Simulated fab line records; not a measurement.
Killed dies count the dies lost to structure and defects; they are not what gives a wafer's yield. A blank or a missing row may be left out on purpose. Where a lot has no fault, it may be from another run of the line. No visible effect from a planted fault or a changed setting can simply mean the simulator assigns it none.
Code-filled problem report in 8D (eight disciplines) form    flow rit-cmos    the parts of the form that need people (team, actions taken, sign-off) are left out

## 1. THE ISSUE
At RIT_ACTIVE_ETCH_13, chamber-pressure-mTorr averages 312.01 mTorr over 2 wafers from 2 lots, while fault-free wafers read 259.99 mTorr, standard deviation 0.25. So: +99 or more standard deviations from the usual mean.
The step: etches Si3N4 in SF6, stops on SiO2, time 210 s, target depth 210 nm.
First observed at day 2 10:46: wafer L201.6, on rie-diel-04. The record holds 42 wafers of 14 lots with a number at this step. The rule behind "out" and "out of limits": a value lying over 4 standard deviations away from the usual mean. Any other wafer with a number is counted as sound.

## 2. WHAT THIS IS AND IS NOT
question                     is                      is not
which readings at this step  chamber-pressure-mTorr  SF6_flow_sccm, drypump-motor-current-A, oes-product-au, throttle-valve-pct
which lots                   L201, L205              L197, L200, L202, L209, L211, L212, L214, L216, L217, L218, L219, L220
which wafers of those lots   L201.6, L205.1          L201.4, L201.5, L205.4, L205.6
read on which tools          rie-diel-04             rie-diel-01, rie-diel-02
when                         from day 2 10:46        up to then (8 sound wafers); but 32 sound wafers of L202, L205, L209, L211, L212, L214, L216, L217, L218, L219, L220 came after

## 3. SUSPECTS, AND WHAT RULES EACH OUT
Counting: a tool at a process step up to the reading stays a suspect if it ran every lot that is out. Sound lots after the first of them don't rule it out here, since some wafers of a struck lot are sound.
- rie-diel-04 at RIT_ACTIVE_ETCH_13 (etches Si3N4 in SF6, stops on SiO2, time 210 s, target depth 210 nm): kept. Every lot that is out went through it, the first being L201 (day 2 10:46); the last sound lot it ran before that was L200 (day 2 05:59). Its own chamber-pressure-mTorr readings are out on those wafers.
- rie-diel-04, RIT_ACTIVE_ETCH_13: wafers that are out in chamber 3, sound lot-mates in chambers 0, 1, 2.
The count leaves rie-diel-04 at RIT_ACTIVE_ETCH_13.

## 4. THE CAUSE (what the simulator had put in)
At RIT_ACTIVE_ETCH_13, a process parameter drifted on rie-diel-04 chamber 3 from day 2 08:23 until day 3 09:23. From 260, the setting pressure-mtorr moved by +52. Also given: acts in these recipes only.
The count eliminated every tool but this one.

## 5. THE EFFECT CHAIN, in route order
Each row: a reading whose mean over the struck wafers that have a number lies more than 3 standard deviations from the usual. Readings are gone through only where the record gives a usual standard deviation; hours: the median, over the lots, of the time from a lot's start at the first step in this table giving one to that lot's start at this step; sigmas: the change measured in usual standard deviations.
hours  step                reading                 usual         on struck wafers  change  sigmas
0      RIT_ACTIVE_ETCH_13  chamber-pressure-mTorr  259.99 mTorr  312.01            +52.02  +99 or more
It contains these process steps:
- RIT_ACTIVE_ETCH_13: etches Si3N4 in SF6, stops on SiO2, time 210 s, target depth 210 nm.
Later measuring or inspecting steps at which every struck wafer that the step has a row for has a number for every such reading, and none has moved that far: RIT_NRETRO_TW_MEAS_10, RIT_PRETRO_OVL_MEAS_06.

## 6. HOW IT WOULD HAVE BEEN CAUGHT EARLIER
First out-of-limits reading in this record: day 2 10:46, which is 2 hours after fault onset at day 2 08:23.
